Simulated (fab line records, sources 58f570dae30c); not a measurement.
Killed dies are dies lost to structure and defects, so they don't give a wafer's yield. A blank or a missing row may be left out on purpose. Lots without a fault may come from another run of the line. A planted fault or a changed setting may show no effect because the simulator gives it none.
A struck lot beside a sound one | flow berkeley_cmos170 | 14 steps out of a route of 331
Sound: wafers L131.1, L131.2, L131.4. Struck: wafers L135.1, L135.2, L135.6. The cause comes at the end.
At each step with rows: each side's tool, then ch and its chambers, then its first start. Under that, the readings that differ: sound wafers | struck wafers | difference of the means | sigmas: that difference in standard deviations of wafers without a fault.
alike: readings whose means differ by less than 2 such deviations, and words and numbers that are the same on both sides. not compared: withheld readings, readings that some wafer has no value for, bounds like >300 that may hide the same value, and numbers for which the record gives no deviation and whose values overlap.
The two part at a step that has a row with sigmas, a row that says differs or no value, or rows on one side only. Numbers that don't overlap but have no deviation are shown without sigmas and don't part them. A reading that every wafer of one side lacks parts them only if that side has two wafers or more.

first, 6 steps without rows for these wafers: UCB170_PVT_HMDS_00 (prime time 60 s); UCB170_PVT_COAT_01 (resist thk 900 nm); UCB170_PVT_SOFTBAKE_02 (time 60 s); UCB170_PVT_EXPOSE_03 (exposes mask NWELL, target cd 3000 nm); UCB170_PVT_PEB_04; UCB170_PVT_DEVELOP_05 (develop time 45 s).
UCB170_PVT_OVL_MEAS_06:
  sound on overlay-01, day 6 15:32; struck on overlay-02, day 7 17:35
  alike: PVT_OVL
then, 1 step without rows for these wafers: UCB170_PVT_IMPLANT_07.
UCB170_PVT_STRIP_08: strips in O2.
  sound on plasma_asher-01 ch 0,1, day 6 15:44; struck on plasma_asher-03 ch 0,1, day 7 17:47
  alike: drypump_motor_current_A, oes_product_au, strip_time_to_endpoint_s
  not compared: rf_hours_counter_h
UCB170_PVT_TW_MEAS_09:
  sound on film_metro-03, day 6 15:50; struck on film_metro-03, day 7 17:53
  reading | sound             | struck            | difference | sigmas
  PVT_TW  | 512.0 512.2 511.8 | 506.2 507.3 505.7 | -5.6       | -2
then, 1 step without rows for these wafers: UCB170_GATE_WET_ETCH_00 (etches SiO2 in dHF, time 200 s).
UCB170_FIELD_THK_MEAS_91:
  sound on film_metro-01, day 6 15:57; struck on film_metro-04, day 7 18:01
  alike: FIELD_OXIDE_LEFT_2_THK
UCB170_GATE_OXIDATION_01: target thk 6.6 nm, ox time 1800 s.
  sound on furnace-01 ch 0, day 6 19:31; struck on furnace-04, day 7 18:40
  no value came back on the struck wafers for ox_temp_c (C), ox_temp_c_max, ox_time_s (s); on the sound wafers ox_temp_c (C) reads 849.7 850.6 850.6
then, 1 step without rows for these wafers: UCB170_GATE_ANNEAL_03 (time 1800 s).

WHERE THEY PART
First at UCB170_PVT_TW_MEAS_09; last, within this record, at UCB170_GATE_OXIDATION_01.

WHY: what the simulator had put in
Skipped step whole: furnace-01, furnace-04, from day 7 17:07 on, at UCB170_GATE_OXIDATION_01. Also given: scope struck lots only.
